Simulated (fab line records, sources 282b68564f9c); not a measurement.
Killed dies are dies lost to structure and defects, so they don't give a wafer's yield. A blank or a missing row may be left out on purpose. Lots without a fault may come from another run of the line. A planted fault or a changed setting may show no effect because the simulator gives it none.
Which tool did it? | flow rit_cmos | 13 lots, 39 wafers sampled, at 2 steps of a route of 202

WHAT THE GAUGES READ, wafer by wafer
RIT_SPACER_THK_MEAS_04. Usual: SPACER_NITRIDE_THK 249.1 nm, standard deviation 2.9.
lot  | measured    | on            | SPACER_NITRIDE_THK (nm) | flag
L582 | day 2 22:57 | film_metro-02 | 248.5 249.2 247.8       |
L583 | day 3 04:19 | film_metro-01 | 251.2 253.1 251.0       |
L584 | day 3 10:43 | film_metro-04 | 247.6 245.9 246.0       |
L585 | day 3 13:23 | film_metro-04 | 248.9 248.7 249.2       |
L587 | day 3 23:23 | film_metro-02 | 245.0 247.8 242.0       |
L588 | day 4 03:47 | film_metro-02 | 249.0 249.3 248.9       |
L589 | day 4 10:02 | film_metro-02 | 248.3 248.9 246.7       |
L591 | day 4 20:01 | film_metro-04 | 248.6 248.3 247.3       |
L592 | day 4 23:57 | film_metro-02 | 253.2 252.3 251.1       |
L595 | day 5 15:33 | film_metro-01 | 247.2 247.5 247.7       |
L596 | day 5 19:59 | film_metro-02 | 340.1 340.0 338.6       | OFF
L601 | day 6 20:03 | film_metro-02 | 247.1 250.1 249.5       |
L605 | day 7 19:17 | film_metro-04 | 243.8 244.8 243.3       |

WHICH TOOL RAN EACH LOT (tool, then ch and the chambers of the sampled wafers, then the start)
lot  | RIT_SPACER_CVD_03
L582 | lpcvd-02 ch 0, day 2 21:02
L583 | lpcvd-02 ch 0, day 3 02:22
L584 | lpcvd-01 ch 0, day 3 08:47
L585 | lpcvd-01 ch 0, day 3 11:28
L587 | lpcvd-01 ch 0, day 3 21:28
L588 | lpcvd-02 ch 0, day 4 01:51
L589 | lpcvd-02 ch 0, day 4 08:06
L591 | lpcvd-01 ch 0, day 4 18:05
L592 | lpcvd-02 ch 1, day 4 22:02
L595 | lpcvd-01 ch 1, day 5 13:37
L596 | lpcvd-02 ch 0, day 5 18:04
L601 | lpcvd-01 ch 1, day 6 18:08
L605 | lpcvd-01 ch 1, day 7 17:22
- RIT_SPACER_CVD_03: deposits Si3N4 from SiH2Cl2/NH3, target thk 250 nm, time 3300 s.

WHAT THE TOOLS THEMSELVES READ (means of the sampled wafers that have a number; where no wafer has one, the mark that the record gives instead)
RIT_SPACER_CVD_03. Usual: nh3_flow_sccm 150.1 sccm, standard deviation 0.38; pressure_mtorr 300.0 mTorr, standard deviation 0.61; zone_power_centre_pct 39.3 %, standard deviation 1.8.
lot  | tool     | nh3_flow_sccm (sccm) | pressure_mtorr (mTorr) | zone_power_centre_pct (%) | flag
L582 | lpcvd-02 | 150.0                | 300.9                  | 40.8                      |
L583 | lpcvd-02 | 150.2                | 299.8                  | 40.9                      |
L584 | lpcvd-01 | 149.5                | 300.3                  | 36.6                      |
L585 | lpcvd-01 | 149.9                | 299.5                  | 36.6                      |
L587 | lpcvd-01 | 149.8                | 299.8                  | 36.4                      |
L588 | lpcvd-02 | 150.5                | 300.2                  | 40.8                      |
L589 | lpcvd-02 | 150.0                | 300.0                  | 41.4                      |
L591 | lpcvd-01 | 150.4                | 300.3                  | 36.7                      |
L592 | lpcvd-02 | 150.2                | 301.0                  | 40.7                      |
L595 | lpcvd-01 | 149.7                | 300.2                  | 38.2                      |
L596 | lpcvd-02 | 225.4                | 299.9                  | 41.0                      | OFF
L601 | lpcvd-01 | 150.3                | 299.6                  | 38.6                      |
L605 | lpcvd-01 | 150.4                | 300.3                  | 37.7                      |

THE ANSWER, worked out from the rows above alone
Rule: a lot is off if the mean of its wafers that have a number lies more than 3 standard deviations from the usual mean. A lot without any number at a reading at which 4 lots or more have one is off too. The other lots that the step has rows for count as sound. The gauges are gone through in route order, then the tools' own readings, and for those a lot's mean is taken as printed above. The first step at which some lot is off is used, and at that step the reading that is off furthest; a lot without a number counts as furthest.
Off: L596, at RIT_SPACER_THK_MEAS_04 (SPACER_NITRIDE_THK).
A tool fits if, at a process step before that reading, it ran every lot that is off, and no sound lot after the first of them. The gauges at RIT_SPACER_THK_MEAS_04 aren't tried: what is off there is off at RIT_SPACER_CVD_03 too, on other tools, and a gauge's error can't cause that. One fits: lpcvd-02 at RIT_SPACER_CVD_03. Its last sound lot is L592 (day 4 22:02), its first lot that is off L596 (day 5 18:04): a fault that began between those two fits.
The tool's own readings at RIT_SPACER_CVD_03 bear it out: on the lots that are off they differ by more than 5 times the standard deviation of the sound lots' means. nh3_flow_sccm reads 225.4 sccm there against 150.1 sccm on the sound lots.

WHAT THE SIMULATOR HAD PUT IN
Process parameter drift: lpcvd-02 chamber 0, from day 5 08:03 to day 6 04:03, at RIT_SPACER_CVD_03. Setting nh3_flow_sccm, moved by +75, from 150. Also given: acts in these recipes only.
Lots struck among those shown: L596. The rule above found the same.
